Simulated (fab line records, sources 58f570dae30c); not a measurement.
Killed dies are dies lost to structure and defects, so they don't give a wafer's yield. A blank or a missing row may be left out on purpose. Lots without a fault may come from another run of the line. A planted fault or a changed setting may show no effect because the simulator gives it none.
fab line records | flow berkeley_cmos170 | part 2 of 2: steps 32 to 41 of 41
record lots=5 wafers=15 last_day=11
route steps=331 shown FIELD@92 SACOX@97 SCREENOX@100 NVT@104 PVT@115 GATE@125
lots that met no fault: from a run of the same line without faults
start_h: hours from the record's first day to the start of the lot's first wafer shown | wait_h: hours since the lot's step before | " the same as in the row above | L1.1+2: a row that stands for several wafers | - no value, or no start given | * or withheld: withheld | < > ~ a bound
route shown NAME@n: a module of which the file shows steps, and the number in the route of the first | usual: mean/standard deviation of fault-free wafers | same: alike in all rows | chamber/n: place in a boat | sites: the reading at each site | _std_site: their standard deviation | _edge_site: outer sites' mean less inner sites' | radius_mm: how far each site lies from the wafer's centre | mask NAME#n: copy n | behind: the tool/chamber that last shaped the wafer | hold: why the lot was held/for how many hours/how that ended | device: the transistor (n, p or np) that didn't switch | end of line: the same wafers' tests at the end of the route | a step without rows: its recipe alone | killed: dies lost to structure and defects at the first sort, not the wafer's yield | map: a wafer's dies, x killed, . not, _ none there
set.NAME: the setting as run; set.NAME@STEP: as run at that earlier step | model.NAME: the simulator's own value behind a step, which no gauge read
lots at some steps of the route; a table a step, a row a wafer
services: from which hour (start_h, from the record's first day; less than 0 if before it) a tool's chamber was out of use, for how many hours, and why
## steps
# step UCB170_PVT_STRIP_08
# recipe chemistry=O2 power_w=400 pressure_mtorr=3500 platen_temp_c=withheld o2_flow_sccm=400 overash_fraction=0.5
# usual drypump_motor_current_A=5.4/0.45 oes_product_au=0.734/0.0052 strip_time_to_endpoint_s=21.62/0.058
# columns lot.wafer tool chamber start_h wait_h drypump_motor_current_A oes_product_au rf_hours_counter_h strip_time_to_endpoint_s
L082.4 plasma_asher-04 1 156.25 0.1 4.9 0.728 - 21.61
L082.5 " 1 " " 4.9 0.743 - 21.68
L082.6 " 0 " " 6.2 0.733 - 21.55
L084.2 plasma_asher-03 0 166.92 0.1 5.6 0.728 6 21.65
L084.4 " 1 " " 5.7 0.742 - 21.64
L084.5 " 0 " " 5.6 0.744 - 21.67
L085.2 plasma_asher-03 1 174.93 0.1 5.7 0.743 7 21.65
L085.4 " 0 " " 5.6 0.733 - 21.62
L085.5 " 0 " " 5.6 0.741 - 21.62
L087.2 plasma_asher-02 0 179.32 0.1 5.4 0.735 48 21.61
L087.4 " 1 " " 4.8 0.742 - 21.63
L087.5 " 1 " " 4.8 0.731 - 21.63
L090.3 plasma_asher-04 0 204.97 0.1 6.2 0.729 - 21.58
L090.4 " 1 " " 4.9 0.731 - 21.51
L090.5 " 0 " " 6.2 0.734 - 21.60
# step UCB170_PVT_TW_MEAS_09
# usual PVT_TW=508/3.2
# columns lot.wafer tool chamber start_h wait_h PVT_TW
L082.4 film_metro-04 - 156.35 0.1 504
L082.5 " - " " 504
L082.6 " - " " 502
L084.2 film_metro-04 - 167.03 0.1 504
L084.4 " - " " 502
L084.5 " - " " 504
L085.2 film_metro-03 - 175.04 0.1 508
L085.4 " - " " 511
L085.5 " - " " 510
L087.2 film_metro-01 - 179.43 0.1 509
L087.4 " - " " 511
L087.5 " - " " 513
L090.3 film_metro-04 - 205.06 0.1 510
L090.4 " - " " 509
L090.5 " - " " 513
# step UCB170_GATE_WET_ETCH_00
# recipe chemistry=dHF dilution=25:1 target=SiO2 temp_c=25 time_s=200
# usual temp_c=25.03/0.1
# columns lot.wafer tool chamber start_h wait_h temp_c
L082.4 wet_bench-04 0 156.38 0.0 25.00
L082.5 " 0 " " 24.80
L082.6 " 0 " " 24.83
L084.2 wet_bench-04 0 167.08 0.0 25.18
L084.4 " 0 " " 25.08
L084.5 " 0 " " 25.15
L085.2 wet_bench-04 0 175.09 0.0 25.04
L085.4 " 0 " " 24.86
L085.5 " 0 " " 24.91
L087.2 wet_bench-02 0 179.49 0.0 24.99
L087.4 " 0 " " 25.02
L087.5 " 0 " " 25.33
L090.3 wet_bench-04 0 205.13 0.1 24.91
L090.4 " 0 " " 25.01
L090.5 " 0 " " 25.05
# step UCB170_FIELD_THK_MEAS_91
# recipe reads=SiO2_of_FIELD_OXIDATION_01
# usual FIELD_OXIDE_LEFT_2_THK=358/11
# columns lot.wafer tool chamber start_h wait_h FIELD_OXIDE_LEFT_2_THK[nm]
L082.4 film_metro-03 - 156.47 0.0 360
L082.5 " - " " 357
L082.6 " - " " 354
L084.2 film_metro-03 - 167.15 0.0 341
L084.4 " - " " 343
L084.5 " - " " 337
L085.2 film_metro-03 - 175.16 0.0 356
L085.4 " - " " 363
L085.5 " - " " 360
L087.2 film_metro-04 - 179.56 0.0 337
L087.4 " - " " 336
L087.5 " - " " 346
L090.3 film_metro-03 - 205.22 0.0 377
L090.4 " - " " 373
L090.5 " - " " 378
# step UCB170_GATE_OXIDATION_01
# recipe temp_c=850 ambient=O2 target_thk_a=66 ox_time_s=1800
# usual ox_temp_c=850.1/0.39
# columns lot.wafer tool chamber start_h wait_h ox_temp_c
L082.4 furnace-04 0 161.23 4.7 850.1
L082.5 " 0 " " 850.3
L082.6 " 0 " " 849.5
L084.2 furnace-02 0 170.32 3.2 850.1
L084.4 " 0 " " 849.4
L084.5 " 0 " " 849.6
L085.2 furnace-01 0 177.92 2.7 850.4
L085.4 " 0 " " 849.8
L085.5 " 0 " " 849.7
L087.2 furnace-04 0 183.78 4.2 850.0
L087.4 " 0 " " 849.9
L087.5 " 0 " " 850.0
L090.3 furnace-04 0 209.09 3.9 850.2
L090.4 " 0 " " 849.6
L090.5 " 0 " " 850.5
# step UCB170_GATE_THK_MEAS_02
# recipe reads=SiO2_of_GATE_OXIDATION_01
# usual GATE_OXIDE_THK=6.61/0.11
# columns lot.wafer tool chamber start_h wait_h GATE_OXIDE_THK[nm]
L082.4 film_metro-03 - 162.76 0.0 6.47
L082.5 " - " " 6.42
L082.6 " - " " 6.47
L084.2 film_metro-02 - 171.83 0.0 6.56
L084.4 " - " " 6.40
L084.5 " - " " 6.53
L085.2 film_metro-03 - 179.43 0.0 6.66
L085.4 " - " " 6.75
L085.5 " - " " 6.77
L087.2 film_metro-04 - 185.29 0.0 6.49
L087.4 " - " " 6.62
L087.5 " - " " 6.66
L090.3 film_metro-03 - 210.61 0.0 6.54
L090.4 " - " " 6.62
L090.5 " - " " 6.50
# step UCB170_GATE_ANNEAL_03
# recipe temp_c=900 time_s=1800 ambient=N2
# columns lot.wafer tool chamber start_h wait_h
L082.4+5+6 furnace-02 0 165.98 3.2
L084.2+4+5 furnace-02 0 177.25 5.4
L085.2+4+5 furnace-02 0 183.00 3.6
L087.2+4+5 furnace-02 0 189.78 4.5
L090.3+4+5 furnace-04 0 213.27 2.7
# step UCB170_GATE_CVD_04
# recipe material=poly-Si temp_c=610 precursor=SiH4 time_s=1440 pressure_mtorr=375 target_thk_nm=214 sih4_flow_sccm=120
# usual susceptor_temp_C=610.07/0.29
# columns lot.wafer tool chamber start_h wait_h susceptor_temp_C
L082.4 lpcvd-02 0 167.48 0.0 609.66
L082.5 " 0 " " 610.22
L082.6 " 0 " " 610.54
L084.2 lpcvd-01 1 178.75 0.0 609.81
L084.4 " 1 " " 609.54
L084.5 " 1 " " 609.87
L085.2 lpcvd-01 0 185.83 1.3 610.26
L085.4 " 0 " " 610.63
L085.5 " 0 " " 610.12
L087.2 lpcvd-02 1 191.28 0.0 610.05
L087.4 " 1 " " 610.04
L087.5 " 1 " " 610.31
L090.3 lpcvd-02 0 214.77 0.0 609.91
L090.4 " 0 " " 609.86
L090.5 " 0 " " 610.12
# step UCB170_GATE_THK_MEAS_05
# recipe reads=poly-Si_of_GATE_CVD_04
# usual GATE_POLY_THK=214.5/1.9
# columns lot.wafer tool chamber start_h wait_h GATE_POLY_THK[nm]
L082.4 film_metro-04 - 169.61 0.0 214.5
L082.5 " - " " 213.5
L082.6 " - " " 214.3
L084.2 film_metro-02 - 180.16 0.0 215.0
L084.4 " - " " 213.8
L084.5 " - " " 214.7
L085.2 film_metro-04 - 187.24 0.0 213.7
L085.4 " - " " 215.0
L085.5 " - " " 213.9
L087.2 film_metro-02 - 193.39 0.0 215.5
L087.4 " - " " 215.9
L087.5 " - " " 216.6
L090.3 film_metro-04 - 216.89 0.0 213.9
L090.4 " - " " 214.0
L090.5 " - " " 213.5
# step UCB170_GATE_COAT_06
# recipe resist=BARC temp_c=withheld time_s=withheld spin_rpm=3000 resist_thk_nm=withheld
# usual spin_speed_rpm=2999.9/1.9
# columns lot.wafer tool chamber start_h wait_h spin_speed_rpm
L082.4 litho_track-03 0 169.72 0.1 2997.9
L082.5 " 0 " " 2998.3
L082.6 " 0 " " 2999.4
L084.2 litho_track-04 0 180.23 0.1 3001.1
L084.4 " 0 " " 3000.2
L084.5 " 0 " " 3001.4
L085.2 litho_track-02 0 187.31 0.1 3001.8
L085.4 " 0 " " 3002.5
L085.5 " 0 " " 2996.2
L087.2 litho_track-04 0 193.47 0.1 2997.8
L087.4 " 0 " " 3001.8
L087.5 " 0 " " 3000.7
L090.3 litho_track-02 0 217.44 0.5 3000.2
L090.4 " 0 " " 3000.2
L090.5 " 0 " " 3000.2
## services
# columns tool chamber start_h hours kind
plasma_asher-04 - 113.78 0.6 repair
krf_scanner-01 - 116.09 0.5 repair
plasma_asher-03 0 117.75 - clean
plasma_asher-03 1 117.75 - clean
krf_scanner-02 - 118.58 1.0 pm
krf_scanner-02 - 131.87 1.1 repair
furnace-02 - 135.79 3.1 pm
krf_scanner-01 - 145.00 1.0 pm
implanter-03 - 146.94 1.7 repair
implanter-03 - 150.65 2.5 repair
krf_scanner-01 - 155.07 1.3 pm
krf_scanner-02 0 159.07 - calibration
plasma_asher-04 - 171.55 7.5 repair
plasma_asher-04 - 174.15 1.8 repair
furnace-01 - 180.92 7.8 pm
furnace-03 - 185.15 3.3 pm
krf_scanner-02 - 189.43 0.8 pm
krf_scanner-01 0 195.10 - calibration
krf_scanner-02 - 200.22 3.8 repair
furnace-01 - 203.19 5.3 pm
krf_scanner-02 - 203.98 1.3 pm
krf_scanner-01 - 205.28 4.0 pm
furnace-03 - 207.66 3.4 pm
furnace-03 - 208.43 1.5 repair
